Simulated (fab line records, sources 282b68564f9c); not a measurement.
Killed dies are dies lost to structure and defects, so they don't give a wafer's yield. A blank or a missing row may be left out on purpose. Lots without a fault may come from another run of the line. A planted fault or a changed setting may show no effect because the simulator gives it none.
A struck lot beside a sound one | flow rit_cmos | 27 steps out of a route of 202
Sound: wafers L630.1, L630.2, L630.4. Struck: wafers L641.1, L641.4, L641.5. The cause comes at the end.
At each step with rows: each side's tool, then ch and its chambers, then its first start. Under that, the readings that differ: sound wafers | struck wafers | difference of the means | sigmas: that difference in standard deviations of wafers without a fault.
alike: readings whose means differ by less than 2 such deviations, and words and numbers that are the same on both sides. not compared: withheld readings, readings that some wafer has no value for, bounds like >300 that may hide the same value, and numbers for which the record gives no deviation and whose values overlap.
The two part at a step that has a row with sigmas, a row that says differs or no value, or rows on one side only. Numbers that don't overlap but have no deviation are shown without sigmas and don't part them. A reading that every wafer of one side lacks parts them only if that side has two wafers or more.

RIT_ACTIVE_BOW_MEAS_00:
  sound on film_metro-02, day 1 15:00; struck on film_metro-01, day 3 22:00
  reading           | sound | struck    | difference | sigmas
  INCOMING_BOW (um) | 2 8 6 | -3 -9 -15 | -14        | -2
then, 1 step without rows for these wafers: RIT_ACTIVE_OXIDATION_01 (target thk 46.8 nm, ox time 3360 s).
RIT_ACTIVE_THK_MEAS_02:
  sound on film_metro-03, day 1 17:03; struck on film_metro-02, day 4 00:03
  alike: ACTIVE_OXIDE_THK
RIT_ACTIVE_CVD_03: deposits Si3N4 from SiH2Cl2/NH3, target thk 150 nm, time 1500 s.
  sound on lpcvd-02 ch 0, day 1 17:07; struck on lpcvd-02 ch 1, day 4 00:07
  reading                                  | sound             | struck            | difference | sigmas
  model.Si3N4_of_ACTIVE_CVD_03.thk_nm (nm) | 147.7 147.9 147.7 | 198.9 198.9 198.3 | +50.9      |
  alike: zone_power_centre_pct
RIT_ACTIVE_THK_MEAS_04:
  sound on film_metro-02, day 1 18:32; struck on film_metro-03, day 4 02:14
  reading                 | sound             | struck            | difference | sigmas
  ACTIVE_NITRIDE_THK (nm) | 147.7 147.8 147.7 | 199.0 199.0 198.5 | +51.1      | +37
then, 6 steps without rows for these wafers: RIT_ACTIVE_HMDS_05 (prime time 60 s); RIT_ACTIVE_COAT_06 (resist thk 980.1 nm); RIT_ACTIVE_SOFTBAKE_07 (time 60 s); RIT_ACTIVE_EXPOSE_08 (exposes mask M1, target cd 1400 nm); RIT_ACTIVE_PEB_09; RIT_ACTIVE_DEVELOP_10 (develop time 50 s).
RIT_ACTIVE_CD_MEAS_11: target cd 1400 nm.
  sound on cd_sem-01, day 1 19:26; struck on cd_sem-01, day 4 03:09
  alike: cd_nm
then, 1 step without rows for these wafers: RIT_ACTIVE_HARDBAKE_12 (time 60 s).
RIT_ACTIVE_ETCH_13: etches Si3N4 in SF6, stops on SiO2, time 210 s, target depth 210 nm.
  sound on rie_diel-01 ch 0,2,3, day 1 19:43; struck on rie_diel-01 ch 0,2, day 4 03:25
  reading                            | sound             | struck            | difference | sigmas
  oes_product_au (a.u.)              | 0.824 0.809 0.816 | 0.967 0.958 0.955 | +0.144     | +13
  model.etch.depth_nm (nm)           | 147.7 147.9 147.7 | 198.9 198.9 198.3 | +50.9      |
  model.ACTIVE.feature_depth_nm (nm) | 147.7 149.5 147.7 | 200.5 198.9 199.9 | +51.5      |
  alike: chamber_pressure_mTorr, drypump_motor_current_A, throttle_valve_pct
  not compared: rf_hours_counter_h
RIT_ACTIVE_STRIP_14: strips in O2, time 180 s.
  sound on plasma_asher-02 ch 0,1, day 1 19:50; struck on plasma_asher-04 ch 0, day 4 03:33
  alike: chamber_pressure_mTorr, drypump_motor_current_A
  not compared: rf_hours_counter_h
RIT_ACTIVE_CD_MEAS_90: target cd 1400 nm.
  sound on cd_sem-01, day 1 20:01; struck on cd_sem-01, day 4 03:44
  alike: cd_nm
then, 4 steps without rows for these wafers: RIT_ACTIVE_CLEAN_15 (cleans in SC1, time 600 s); RIT_ACTIVE_CLEAN_16 (cleans in dHF, time 30 s); RIT_ACTIVE_CLEAN_17 (cleans in SC2, time 600 s); RIT_FOX1_OXIDATION_00 (target thk 350.7 nm, ox time 1130 s).
RIT_FOX1_THK_MEAS_01:
  sound on film_metro-04, day 1 21:49; struck on film_metro-01, day 4 05:32
  alike: FOX1_OXIDE_THK
then, 2 steps without rows for these wafers: RIT_FOX1_WET_ETCH_02 (etches SiO2 in BOE, target depth 350 nm, time 390 s); RIT_FOX2_OXIDATION_00 (target thk 350.7 nm, ox time 1130 s).
RIT_FOX2_THK_MEAS_01:
  sound on film_metro-02, day 1 23:22; struck on film_metro-01, day 4 07:02
  alike: FOX2_OXIDE_THK
RIT_FOX2_CLEAN_02: cleans in dHF, time 180 s.
  sound on wet_bench-03 ch 1, day 1 23:26; struck on wet_bench-01 ch 2, day 4 07:05
  reading                                  | sound             | struck          | difference | sigmas
  model.Si3N4_of_ACTIVE_CVD_03.thk_nm (nm) | 128.4 128.6 128.4 | 179.6 179.7 179 | +51.0      |
then, 1 step without rows for these wafers: RIT_FOX2_WET_ETCH_03 (etches Si3N4 in H3PO4, target depth 195 nm, time 2700 s).
RIT_M1_PROBE_99:
  sound on prober-01, day 3 13:23; struck on prober-02, day 5 21:37
  reading                             | sound          | struck         | difference | sigmas
  model.etest.pldd.width_nm (nm)      | 3172 3190 3190 | 3221 3206 3200 | +25        |
  model.etest.nplus_sal.width_nm (nm) | 3435 3427 3455 | 3499 3470 3464 | +39        |
  not compared: model.etest.nldd.width_nm, model.etest.pplus_sal.width_nm, model.etest.nmos_narrow.drive_ua_um, model.etest.pmos_narrow.drive_ua_um

WHERE THEY PART
First at RIT_ACTIVE_BOW_MEAS_00; last, within this record, at RIT_ACTIVE_ETCH_13. Later steps at which nothing parts them and some readings are alike: RIT_ACTIVE_STRIP_14, RIT_ACTIVE_CD_MEAS_90, RIT_FOX1_THK_MEAS_01, RIT_FOX2_THK_MEAS_01.

WHY: what the simulator had put in
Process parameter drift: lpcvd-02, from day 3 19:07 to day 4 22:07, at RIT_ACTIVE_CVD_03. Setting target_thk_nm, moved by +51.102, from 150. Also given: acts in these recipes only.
